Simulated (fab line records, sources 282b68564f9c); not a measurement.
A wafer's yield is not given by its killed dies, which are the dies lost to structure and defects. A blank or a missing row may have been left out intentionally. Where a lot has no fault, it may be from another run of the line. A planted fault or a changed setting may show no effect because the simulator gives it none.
Which tool was responsible? / flow rit_cmos / 14 lots with 42 wafers sampled at 6 steps, on a route of 202 steps

== WHAT THE GAUGES SHOWED, per wafer ==
RIT_ACTIVE_CD_MEAS_90: the cd target is 1400 nm. Usual: cd_nm reads 1400.9 nm (standard deviation 1.8).
lot=L472; measured=day 1 15:24; on=cd_sem-02; cd_nm (nm)=1402.6 1401.3 1404.6; flag=
lot=L474; measured=day 2 01:01; on=cd_sem-01; cd_nm (nm)=1401.2 1400.2 1400.8; flag=
lot=L475; measured=day 2 06:02; on=cd_sem-01; cd_nm (nm)=1397.4 1397.4 1397.7; flag=
lot=L476; measured=day 2 11:25; on=cd_sem-01; cd_nm (nm)=1398.7 1400.6 1401.8; flag=
lot=L477; measured=day 2 16:02; on=cd_sem-02; cd_nm (nm)=1402.2 1402.3 1401.2; flag=
lot=L479; measured=day 3 02:13; on=cd_sem-01; cd_nm (nm)=1403.7 1401.7 1400.3; flag=
lot=L480; measured=day 3 08:04; on=cd_sem-01; cd_nm (nm)=1402.5 1404.4 1402.2; flag=
lot=L481; measured=day 3 12:51; on=cd_sem-02; cd_nm (nm)=1400.1 1400.0 1401.0; flag=
lot=L482; measured=day 3 17:02; on=cd_sem-02; cd_nm (nm)=1399.0 1398.1 1400.0; flag=
lot=L484; measured=day 4 03:02; on=cd_sem-02; cd_nm (nm)=1403.5 1401.6 1401.9; flag=
lot=L490; measured=day 5 09:04; on=cd_sem-02; cd_nm (nm)=1401.2 1400.2 1397.9; flag=
lot=L493; measured=day 6 00:13; on=cd_sem-01; cd_nm (nm)=1403.2 1402.9 1404.6; flag=
lot=L494; measured=day 6 05:11; on=cd_sem-01; cd_nm (nm)=1401.1 1402.6 1401.2; flag=
lot=L495; measured=day 6 10:08; on=cd_sem-02; cd_nm (nm)=1399.5 1401.8 1401.5; flag=

RIT_PRETRO_OVL_MEAS_06. Usual: for PRETRO_OVL the level is 1.0 nm and the standard deviation is 1.1.
lot=L472; measured=day 2 07:03; on=overlay-02; PRETRO_OVL (nm)=1.1 2.9 0.5; flag=
lot=L474; measured=day 2 17:38; on=overlay-01; PRETRO_OVL (nm)=0.9 0.5 0.0; flag=
lot=L475; measured=day 2 22:59; on=overlay-02; PRETRO_OVL (nm)=0.9 -0.1 -1.4; flag=
lot=L476; measured=day 3 03:05; on=overlay-01; PRETRO_OVL (nm)=0.8 1.2 0.3; flag=
lot=L477; measured=day 3 07:49; on=overlay-02; PRETRO_OVL (nm)=-1.7 -0.7 -0.6; flag=
lot=L479; measured=day 3 17:56; on=overlay-01; PRETRO_OVL (nm)=1.4 2.9 0.9; flag=
lot=L480; measured=day 3 23:24; on=overlay-02; PRETRO_OVL (nm)=1.2 3.5 2.1; flag=
lot=L481; measured=day 4 04:30; on=overlay-02; PRETRO_OVL (nm)=2.4 3.8 2.1; flag=
lot=L482; measured=day 4 09:20; on=overlay-01; PRETRO_OVL (nm)=1.5 1.5 2.8; flag=
lot=L484; measured=day 4 19:40; on=overlay-01; PRETRO_OVL (nm)=0.7 1.9 2.3; flag=
lot=L490; measured=day 6 01:52; on=overlay-02; PRETRO_OVL (nm)=1.7 -0.1 1.6; flag=
lot=L493; measured=day 6 16:21; on=overlay-02; PRETRO_OVL (nm)=-0.4 0.0 0.6; flag=
lot=L494; measured=day 6 21:41; on=overlay-01; PRETRO_OVL (nm)=1.0 1.3 1.2; flag=
lot=L495; measured=day 7 03:02; on=overlay-02; PRETRO_OVL (nm)=1.5 1.2 0.2; flag=

RIT_GATE_THK_MEAS_09. Usual: for GATE_POLY_THK the level is 251.1 nm and the standard deviation is 2.7.
lot=L472; measured=day 2 11:12; on=film_metro-01; GATE_POLY_THK (nm)=249.9 250.3 248.5; flag=
lot=L474; measured=day 2 22:19; on=film_metro-02; GATE_POLY_THK (nm)=255.1 254.4 255.7; flag=
lot=L475; measured=day 3 04:00; on=film_metro-01; GATE_POLY_THK (nm)=250.3 246.7 249.0; flag=
lot=L476; measured=day 3 08:40; on=film_metro-03; GATE_POLY_THK (nm)=247.2 247.3 246.8; flag=
lot=L477; measured=day 3 12:00; on=film_metro-02; GATE_POLY_THK (nm)=256.1 255.6 258.0; flag=
lot=L479; measured=day 3 23:04; on=film_metro-03; GATE_POLY_THK (nm)=248.8 249.8 249.7; flag=
lot=L480; measured=day 4 03:40; on=film_metro-02; GATE_POLY_THK (nm)=250.7 248.5 253.4; flag=
lot=L481; measured=day 4 08:39; on=film_metro-01; GATE_POLY_THK (nm)=253.5 253.0 253.7; flag=
lot=L482; measured=day 4 13:32; on=film_metro-02; GATE_POLY_THK (nm)=248.1 248.7 249.0; flag=
lot=L484; measured=day 5 03:19; on=film_metro-03; GATE_POLY_THK (nm)=247.5 246.0 248.3; flag=
lot=L490; measured=day 6 06:07; on=film_metro-02; GATE_POLY_THK (nm)=252.9 252.2 249.8; flag=
lot=L493; measured=day 6 20:30; on=film_metro-01; GATE_POLY_THK (nm)=248.3 251.3 250.1; flag=
lot=L494; measured=day 7 02:05; on=film_metro-03; GATE_POLY_THK (nm)=252.1 251.7 248.4; flag=
lot=L495; measured=day 7 07:22; on=film_metro-02; GATE_POLY_THK (nm)=249.5 249.1 249.9; flag=

RIT_M1_RS_MEAS_01: measures by four-point-probe. Usual: for M1_AL_RS the level is 0.0737 ohm/sq and the standard deviation is 0.00088.
lot=L472; measured=day 3 05:13; on=film_metro-02; M1_AL_RS (ohm/sq)=0.0748 0.0733 0.0736; flag=
lot=L474; measured=day 3 16:08; on=film_metro-02; M1_AL_RS (ohm/sq)=0.0737 0.0729 0.0735; flag=
lot=L475; measured=day 3 22:27; on=film_metro-03; M1_AL_RS (ohm/sq)=0.0749 0.0747 0.0755; flag=
lot=L476; measured=day 4 02:02; on=film_metro-03; M1_AL_RS (ohm/sq)=0.0748 0.0735 0.0744; flag=
lot=L477; measured=day 4 05:19; on=film_metro-03; M1_AL_RS (ohm/sq)=0.0730 0.0742 0.0745; flag=
lot=L479; measured=day 4 16:49; on=film_metro-03; M1_AL_RS (ohm/sq)=0.0731 0.0741 0.0746; flag=
lot=L480; measured=day 4 22:38; on=film_metro-02; M1_AL_RS (ohm/sq)=0.0500 0.0757 0.0745; flag=OFF
lot=L481; measured=day 5 02:16; on=film_metro-04; M1_AL_RS (ohm/sq)=0.0744 0.0733 0.0740; flag=
lot=L482; measured=day 5 07:30; on=film_metro-02; M1_AL_RS (ohm/sq)=0.0743 0.0729 0.0495; flag=OFF
lot=L484; measured=day 5 22:07; on=film_metro-02; M1_AL_RS (ohm/sq)=0.0748 0.0736 0.0743; flag=
lot=L490; measured=day 7 00:30; on=film_metro-02; M1_AL_RS (ohm/sq)=0.0727 0.0724 0.0731; flag=
lot=L493; measured=day 7 13:57; on=film_metro-04; M1_AL_RS (ohm/sq)=0.0721 0.0730 0.0735; flag=
lot=L494; measured=day 7 19:29; on=film_metro-04; M1_AL_RS (ohm/sq)=0.0728 0.0738 0.0732; flag=
lot=L495; measured=day 8 01:01; on=film_metro-02; M1_AL_RS (ohm/sq)=0.0732 0.0728 0.0734; flag=

RIT_M1_THK_MEAS_02: measures by xrf. Usual: for M1_AL_THK the level is 408 nm and the standard deviation is 5.
lot=L472; measured=day 3 05:19; on=film_metro-02; M1_AL_THK (nm)=403 411 408; flag=
lot=L474; measured=day 3 16:16; on=film_metro-02; M1_AL_THK (nm)=408 410 410; flag=
lot=L475; measured=day 3 22:34; on=film_metro-03; M1_AL_THK (nm)=402 405 401; flag=
lot=L476; measured=day 4 02:09; on=film_metro-03; M1_AL_THK (nm)=400 412 404; flag=
lot=L477; measured=day 4 05:25; on=film_metro-03; M1_AL_THK (nm)=412 407 408; flag=
lot=L479; measured=day 4 16:56; on=film_metro-03; M1_AL_THK (nm)=412 405 404; flag=
lot=L480; measured=day 4 22:43; on=film_metro-02; M1_AL_THK (nm)=594 394 404; flag=OFF
lot=L481; measured=day 5 02:23; on=film_metro-04; M1_AL_THK (nm)=404 411 408; flag=
lot=L482; measured=day 5 07:37; on=film_metro-02; M1_AL_THK (nm)=405 411 604; flag=OFF
lot=L484; measured=day 5 22:14; on=film_metro-02; M1_AL_THK (nm)=403 405 404; flag=
lot=L490; measured=day 7 00:36; on=film_metro-02; M1_AL_THK (nm)=413 416 414; flag=
lot=L493; measured=day 7 14:03; on=film_metro-04; M1_AL_THK (nm)=415 411 410; flag=
lot=L494; measured=day 7 19:35; on=film_metro-04; M1_AL_THK (nm)=410 406 410; flag=
lot=L495; measured=day 8 01:08; on=film_metro-02; M1_AL_THK (nm)=412 413 409; flag=

== TOOL THAT RAN EACH LOT (tool first, then ch and the chambers of the sampled wafers, then the start) ==
lot=L472; RIT_M1_SPUTTER_00=pvd_sputter-04, day 3 04:53
lot=L474; RIT_M1_SPUTTER_00=pvd_sputter-04, day 3 15:51
lot=L475; RIT_M1_SPUTTER_00=pvd_sputter-03, day 3 22:08
lot=L476; RIT_M1_SPUTTER_00=pvd_sputter-04, day 4 01:44
lot=L477; RIT_M1_SPUTTER_00=pvd_sputter-03, day 4 05:00
lot=L479; RIT_M1_SPUTTER_00=pvd_sputter-03, day 4 16:32
lot=L480; RIT_M1_SPUTTER_00=pvd_sputter-03, day 4 22:26
lot=L481; RIT_M1_SPUTTER_00=pvd_sputter-04, day 5 01:58
lot=L482; RIT_M1_SPUTTER_00=pvd_sputter-03, day 5 07:13
lot=L484; RIT_M1_SPUTTER_00=pvd_sputter-04, day 5 21:49
lot=L490; RIT_M1_SPUTTER_00=pvd_sputter-04, day 7 00:10
lot=L493; RIT_M1_SPUTTER_00=pvd_sputter-04, day 7 13:37
lot=L494; RIT_M1_SPUTTER_00=pvd_sputter-03, day 7 19:10
lot=L495; RIT_M1_SPUTTER_00=pvd_sputter-04, day 8 00:43
- RIT_M1_SPUTTER_00: material Al, target thk 400 nm, time 500 s.

== WHAT THE TOOLS THEMSELVES READ (means of the sampled wafers that have a number; where no wafer has one, the mark that the record gives instead) ==
RIT_M1_SPUTTER_00. Usual: substrate_temp_c 25.01 C, standard deviation 0.11; throttle_valve_pct 29.9 %, standard deviation 0.89.
lot=L472; tool=pvd_sputter-04; substrate_temp_c (C)=24.90; throttle_valve_pct (%)=29.8; flag=
lot=L474; tool=pvd_sputter-04; substrate_temp_c (C)=25.15; throttle_valve_pct (%)=30.2; flag=
lot=L475; tool=pvd_sputter-03; substrate_temp_c (C)=25.09; throttle_valve_pct (%)=29.2; flag=
lot=L476; tool=pvd_sputter-04; substrate_temp_c (C)=24.98; throttle_valve_pct (%)=30.8; flag=
lot=L477; tool=pvd_sputter-03; substrate_temp_c (C)=25.05; throttle_valve_pct (%)=29.8; flag=
lot=L479; tool=pvd_sputter-03; substrate_temp_c (C)=25.02; throttle_valve_pct (%)=29.1; flag=
lot=L480; tool=pvd_sputter-03; substrate_temp_c (C)=25.09; throttle_valve_pct (%)=29.2; flag=
lot=L481; tool=pvd_sputter-04; substrate_temp_c (C)=24.97; throttle_valve_pct (%)=30.1; flag=
lot=L482; tool=pvd_sputter-03; substrate_temp_c (C)=25.05; throttle_valve_pct (%)=29.3; flag=
lot=L484; tool=pvd_sputter-04; substrate_temp_c (C)=25.01; throttle_valve_pct (%)=30.2; flag=
lot=L490; tool=pvd_sputter-04; substrate_temp_c (C)=25.06; throttle_valve_pct (%)=29.9; flag=
lot=L493; tool=pvd_sputter-04; substrate_temp_c (C)=24.94; throttle_valve_pct (%)=30.2; flag=
lot=L494; tool=pvd_sputter-03; substrate_temp_c (C)=24.92; throttle_valve_pct (%)=30.0; flag=
lot=L495; tool=pvd_sputter-04; substrate_temp_c (C)=25.04; throttle_valve_pct (%)=30.1; flag=

== THE ANSWER, worked out from the rows above alone ==
Rule: a lot is off if the mean of its wafers that have a number lies more than 3 standard deviations from the usual mean. Also off: a lot with no number at a reading for which 4 or more lots have one. Where the step has rows for the other lots, those lots are counted as sound. After the gauges, taken in route order, come the tools' own readings; for these a lot's mean is taken, as printed above. At the first step where some lot is off, the reading lying furthest off is the one used; lots without a number count as furthest.
Off: L480, L482, seen at RIT_M1_RS_MEAS_01 (M1_AL_RS).
A tool fits if, at a process step before that reading, it ran every lot that is off, and no sound lot after the first of them. The gauges at RIT_M1_RS_MEAS_01 are tried like those tools. No candidate that was tried fits.

== WHAT THE SIMULATOR HAD INSERTED ==
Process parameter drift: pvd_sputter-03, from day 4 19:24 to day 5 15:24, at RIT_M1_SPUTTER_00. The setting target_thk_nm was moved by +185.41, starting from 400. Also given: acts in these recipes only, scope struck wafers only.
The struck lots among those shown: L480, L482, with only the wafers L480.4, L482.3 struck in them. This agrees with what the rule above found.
